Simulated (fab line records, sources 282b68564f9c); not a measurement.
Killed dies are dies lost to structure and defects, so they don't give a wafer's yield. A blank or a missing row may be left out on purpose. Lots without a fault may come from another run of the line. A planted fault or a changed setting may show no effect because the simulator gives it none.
fab line records | flow rit_cmos
record lots=14 wafers=42 last_day=7
route steps=202 shown GATE@95 M1@202
lots that met no fault: from a run of the same line without faults
start_h: hours from the record's first day to the start of the lot's first wafer shown | wait_h: hours since the lot's step before | " the same as in the row above | L1.1+2: a row that stands for several wafers | - no value, or no start given | * or withheld: withheld | < > ~ a bound
route shown NAME@n: a module of which the file shows steps, and the number in the route of the first | usual: mean/standard deviation of fault-free wafers | same: alike in all rows | chamber/n: place in a boat | sites: the reading at each site | _std_site: their standard deviation | _edge_site: outer sites' mean less inner sites' | radius_mm: how far each site lies from the wafer's centre | mask NAME#n: copy n | behind: the tool/chamber that last shaped the wafer | hold: why the lot was held/for how many hours/how that ended | device: the transistor (n, p or np) that didn't switch | end of line: the same wafers' tests at the end of the route | a step without rows: its recipe alone | killed: dies lost to structure and defects at the first sort, not the wafer's yield | map: a wafer's dies, x killed, . not, _ none there
set.NAME: the setting as run; set.NAME@STEP: as run at that earlier step | model.NAME: the simulator's own value behind a step, which no gauge read
steps of the route over a sample of lots; a table a step, a row a wafer
services: from which hour (start_h, from the record's first day; less than 0 if before it) a tool's chamber was out of use, for how many hours, and why
## steps
# step RIT_GATE_ETCH_19
# recipe chemistry=SF6/CHF3/O2 time_s=165 SF6_flow_sccm=30 CHF3_flow_sccm=30 O2_flow_sccm=5 target=poly-Si pressure_mtorr=40 rf_w=160 target_depth_a=3125 over_etch_frac=0.25 stop_on=SiO2
# usual drypump_motor_current_A=5.7/0.51 he_backside_leak_sccm=2.8/0.35 oes_product_au=0.842/0.013 rf_fwd_power_W=159.4/0.5 throttle_valve_pct=10.20/0.12
# columns lot.wafer tool chamber start_h wait_h drypump_motor_current_A he_backside_leak_sccm oes_product_au rf_fwd_power_W rf_hours_counter_h throttle_valve_pct
L681.1 rie_si-02 2 40.99 0.1 5.6 3.1 0.848 160.2 3 10.05
L681.3 " 0 " " 4.9 2.9 0.826 159.1 3 10.04
L681.4 " 1 " " 6.4 3.1 0.853 159.3 157 10.39
L682.2 rie_si-01 3 43.25 0.1 6.4 2.5 0.829 160.4 1 10.28
L682.3 " 2 " " 5.9 2.9 0.831 159.6 164 10.31
L682.4 " 0 " " 5.8 3.2 0.853 159.2 145 10.33
L683.1 rie_si-02 1 48.05 0.1 6.4 3.1 0.864 159.2 157 10.38
L683.2 " 3 " " 5.6 2.4 0.839 159.5 116 10.12
L683.5 " 3 " " 5.5 2.4 0.846 160.0 - 10.14
L684.2 rie_si-01 1 53.05 0.1 5.0 2.5 0.850 159.1 1 10.17
L684.3 " 0 " " 5.8 3.2 0.847 159.8 145 10.34
L684.5 " 1 " " 5.0 2.5 0.841 159.7 - 10.18
L685.1 rie_si-02 3 60.89 0.1 5.5 2.6 0.840 159.2 117 10.12
L685.2 " 2 " " 5.5 4.4 0.850 159.0 3 10.07
L685.4 " 0 " " 5.0 2.8 0.831 159.5 3 10.05
L686.1 rie_si-01 3 63.46 0.1 6.4 2.4 0.840 160.1 2 10.28
L686.4 " 3 " " 6.4 2.4 0.846 159.8 - 10.28
L686.6 " 0 " " 5.8 3.4 0.866 158.9 - 10.33
L687.1 rie_si-02 1 70.91 0.1 6.4 3.2 0.863 159.0 157 10.37
L687.3 " 2 " " 5.6 3.0 0.843 159.8 3 10.06
L687.6 " 3 " " 5.5 2.6 0.841 159.4 - 10.13
L689.2 rie_si-02 2 81.30 0.1 5.5 3.2 0.840 159.9 3 10.05
L689.3 " 3 " " 5.5 2.5 0.832 159.3 117 10.10
L689.6 " 0 " " 4.9 2.9 0.825 159.1 - 10.06
L694.2 rie_si-01 1 104.32 0.1 5.0 2.6 0.851 160.2 2 10.17
L694.4 " 3 " " 6.4 4.0 0.835 159.3 2 10.30
L694.6 " 3 " " 6.4 2.3 0.839 159.4 - 10.30
L696.2 rie_si-01 2 113.83 0.1 5.9 2.7 0.825 184.5 0 10.28
L696.4 " 3 " " 6.4 2.3 0.832 159.5 2 10.28
L696.5 " 0 " " 5.8 3.4 0.860 159.7 - 10.32
L698.1 rie_si-01 2 123.69 0.1 6.0 2.6 0.818 185.4 0 10.28
L698.5 " 1 " " 5.0 2.3 0.848 159.3 - 10.16
L698.6 " 0 " " 5.8 3.2 0.856 158.3 - 10.34
L699.2 rie_si-02 0 131.91 0.1 4.9 2.8 0.826 159.0 3 10.06
L699.4 " 1 " " 6.4 2.8 0.855 158.9 0 10.38
L699.6 " 3 " " 5.6 2.4 0.836 159.9 - 10.13
L701.3 rie_si-02 0 144.79 0.1 4.9 3.0 0.824 159.0 3 10.06
L701.4 " 1 " " 6.4 2.7 0.853 159.2 0 10.40
L701.5 " 1 " " 6.4 2.8 0.847 159.4 - 10.40
L703.1 rie_si-02 0 155.03 0.1 5.0 2.8 0.828 158.5 3 10.04
L703.5 " 2 " " 5.6 3.0 0.844 159.4 - 10.06
L703.6 " 1 " " 6.4 2.9 0.841 159.4 - 10.39
# step RIT_M1_PROBE_99
# usual killed_at_contacts=0.1/0.24 killed_at_front_end=6.7/2.9 killed_dies=6.8/2.9 killed_open=3.5/2 killed_short=3.2/1.9
# same gross_dies=264 killed_at_M0_to_M3=0 killed_at_M4_up=0 killed_at_back_side=0 killed_at_other=0
# columns lot.wafer tool chamber start_h wait_h killed_at_contacts killed_at_front_end killed_dies killed_open killed_short
L684.2 prober-02 - 73.16 0.1 0 11 11 5 6
L684.3 prober-02 - 73.21 0.2 0 3 3 2 1
L684.5 prober-02 - 73.31 0.2 0 11 11 8 3
L685.1 prober-01 - 82.12 0.1 0 10 10 6 4
L685.2 prober-01 - 82.17 0.1 0 6 6 4 2
L685.4 prober-01 - 82.27 0.2 0 10 10 5 5
L696.2 prober-02 - 134.05 0.1 0 2 2 0 2
L696.4 prober-02 - 134.15 0.2 0 8 8 4 4
L696.5 prober-02 - 134.20 0.2 1 3 4 2 2
L699.2 prober-01 - 153.41 0.1 0 4 4 2 2
L699.4 prober-01 - 153.51 0.2 0 12 12 8 4
L699.6 prober-01 - 153.61 0.2 0 6 6 3 3
# killed by level:class
L684.2 FOX1:geometric_particle:short=2 GATE:geometric_particle:short=2 SILICIDE:geometric_particle:open=2 FOX2:geometric_particle:open=1 FOX2:geometric_particle:short=1 GATE:geometric_particle:open=1 REOX:geometric_particle:short=1 REOX:geometric_particle:open=1
L684.3 FOX2:geometric_particle:open=1 GATE:geometric_particle:short=1 GATE:geometric_particle:open=1
L684.5 FOX1:geometric_particle:open=5 REOX:geometric_particle:open=2 FOX1:geometric_particle:short=1 GATE:geometric_particle:open=1 GATE:geometric_particle:short=1 REOX:geometric_particle:short=1
L685.1 GATE:geometric_particle:open=3 FOX1:geometric_particle:short=2 SILICIDE:geometric_particle:open=2 GATE:geometric_particle:short=1 SPACER:geometric_particle:open=1 SILICIDE:geometric_particle:short=1
L685.2 GATE:geometric_particle:open=3 GATE:geometric_particle:short=2 SILICIDE:geometric_particle:open=1
L685.4 GATE:geometric_particle:open=5 GATE:geometric_particle:short=4 REOX:geometric_particle:short=1
L696.2 REOX:geometric_particle:short=1 SILICIDE:geometric_particle:short=1
L696.4 REOX:geometric_particle:short=2 FOX1:geometric_particle:open=1 FOX1:geometric_particle:short=1 GATE:geometric_particle:open=1 SPACER:geometric_particle:open=1 SILICIDE:geometric_particle:short=1 SILICIDE:geometric_particle:open=1
L696.5 GATE:geometric_particle:short=1 GATE:geometric_particle:open=1 SILICIDE:geometric_particle:short=1 CONTACT:geometric_particle:open=1
L699.2 GATE:geometric_particle:open=2 SILICIDE:geometric_particle:short=2
L699.4 GATE:geometric_particle:open=4 FOX2:geometric_particle:open=2 FOX1:geometric_particle:short=1 FOX2:geometric_particle:short=1 REOX:geometric_particle:short=1 REOX:geometric_particle:open=1 SPACER:geometric_particle:short=1 SILICIDE:geometric_particle:open=1
L699.6 SPACER:geometric_particle:open=2 FOX1:geometric_particle:short=1 GATE:geometric_particle:open=1 GATE:geometric_particle:short=1 SPACER:geometric_particle:short=1
## services
# columns tool chamber start_h hours kind
rie_si-01 2 47.85 - clean
rie_si-01 2 47.85 17.0 scheduled_down
rie_si-01 2 47.85 17.0 vent_cycle
rie_si-02 1 77.90 - clean
rie_si-02 1 77.90 15.8 scheduled_down
rie_si-02 1 77.90 15.8 vent_cycle
rie_si-01 2 90.19 10.8 repair
rie_si-01 1 96.68 3.8 repair
rie_si-01 3 115.30 21.3 repair
rie_si-02 1 124.54 3.5 repair
rie_si-02 3 135.87 5.7 repair
rie_si-01 0 136.63 - clean
rie_si-01 0 136.63 13.1 scheduled_down
rie_si-01 0 136.63 13.1 vent_cycle
## key
first_sign step=RIT_GATE_ETCH_19 reading=rf_fwd_power_W direction=up sigmas=51 usual=159.4 struck=184.9
effect none on later readings
met_at RIT_GATE_ETCH_19
struck_lots L696,L698
struck_wafers L696.2,L698.1
tester_left_out L696,L698
onset_between 43.25 113.83
fault kind=process_parameter_drift tool=rie_si-01 chamber=2 onset_h=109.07 steps=RIT_GATE_ETCH_19 channel=rf_w offset=25.6 shape=step end_h=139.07 stated=160
# tester_left_out: of these lots the tester's yield and bins aren't shown, on N5 and GAA mostly nor the transistor test; their killed dies are dies lost to structure and defects alone, not to doping, threshold or leakage, so they don't give the yield
